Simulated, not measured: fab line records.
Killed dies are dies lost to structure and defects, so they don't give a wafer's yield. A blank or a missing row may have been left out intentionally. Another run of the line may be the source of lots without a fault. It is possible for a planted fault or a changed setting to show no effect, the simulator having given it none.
A lot that was struck, set against a sound lot + flow berkeley-cmos170 + 13 steps out of a route of 331
Sound: wafers L446.1, L446.4, L446.6. Wafers L455.3, L455.4, L455.5 were the ones struck. At the end, the cause is stated.
Per side, at each step with rows, come the tool, then ch with its chambers, and then its first start. Under that, the readings that differ: sound wafers + struck wafers + difference of the means + sigmas: that difference in standard deviations of wafers without a fault.
alike: readings whose means differ by less than 2 such deviations, and words and numbers that are the same on both sides. not compared: withheld readings, readings that some wafer has no value for, bounds like >300 that may hide the same value, and numbers for which the record gives no deviation and whose values overlap.
Wherever a step has rows on one side only, a row that says differs or no value, or a row with sigmas, the two part there. Non-overlapping numbers with no deviation appear without sigmas and do not part them. A reading that every wafer of one side lacks parts them only if that side has two wafers or more.

UCB170_START_BOW_MEAS_00:
  sound: film-metro-03 at day 1 20:00; struck: film-metro-04 at day 3 17:02
  alike: INCOMING_BOW
then, 2 steps without rows for these wafers: UCB170_START_CLEAN_01 (cleans in dHF, time 60 s); UCB170_START_OXIDATION_02 (target thk 20 nm, ox time 1800 s).
UCB170_START_THK_MEAS_03:
  sound: film-metro-03 at day 1 23:19; struck: film-metro-04 at day 3 20:58
  alike: START_OXIDE_THK
then, 4 steps without rows for these wafers: UCB170_START_ANNEAL_04 (time 1200 s); UCB170_ZERO_HMDS_00 (prime time 60 s); UCB170_ZERO_COAT_01 (resist thk 900 nm); UCB170_ZERO_SOFTBAKE_02 (time 60 s).
UCB170_ZERO_EXPOSE_03: exposes mask PM MARKS, target cd 4000 nm.
  struck on krf-scanner-01, day 4 01:44; sound on krf-scanner-02 ch 0, day 2 02:43
  no value came back on the struck wafers for exposure-dose-mJ-cm2, focus-offset-nm (nm), na; on the sound wafers exposure-dose-mJ-cm2 reads 30.047 30.032 30.035
  alike: mask
then, 2 steps without rows for these wafers: UCB170_ZERO_PEB_04; UCB170_ZERO_DEVELOP_05 (develop time 45 s).
UCB170_ZERO_ETCH_06: etches SiO2 in CHF3/CF4/Ar, time 12 s.
  sound on rie-diel-02 ch 0,3, day 2 03:06; struck on rie-diel-03 ch 0,1,3, day 4 02:32
| reading               | sound             | struck            | difference | sigmas |
|-----------------------|-------------------|-------------------|------------|--------|
| oes-product-au (a.u.) | 0.613 0.621 0.630 | 0.382 0.383 0.366 | -0.244     | -27    |
  alike: drypump-motor-current-A, throttle-valve-pct
  not compared: rf-hours-counter-h
UCB170_ZERO_STRIP_07: strips in O2.
  sound on plasma-asher-03 ch 0,1, day 2 03:07; struck on plasma-asher-02 ch 0,1, day 4 02:35
  alike: drypump-motor-current-A, oes-product-au, strip-time-to-endpoint-s
  not compared: rf-hours-counter-h

== WHERE THEY PART ==
First at UCB170_ZERO_EXPOSE_03; last, within this record, at UCB170_ZERO_ETCH_06. Later steps at which nothing parts them and some readings are alike: UCB170_ZERO_STRIP_07.

WHY: what had been put in by the simulator
Step skipped in full: krf-scanner-01, at UCB170_ZERO_EXPOSE_03, from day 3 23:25 onward. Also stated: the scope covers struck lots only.
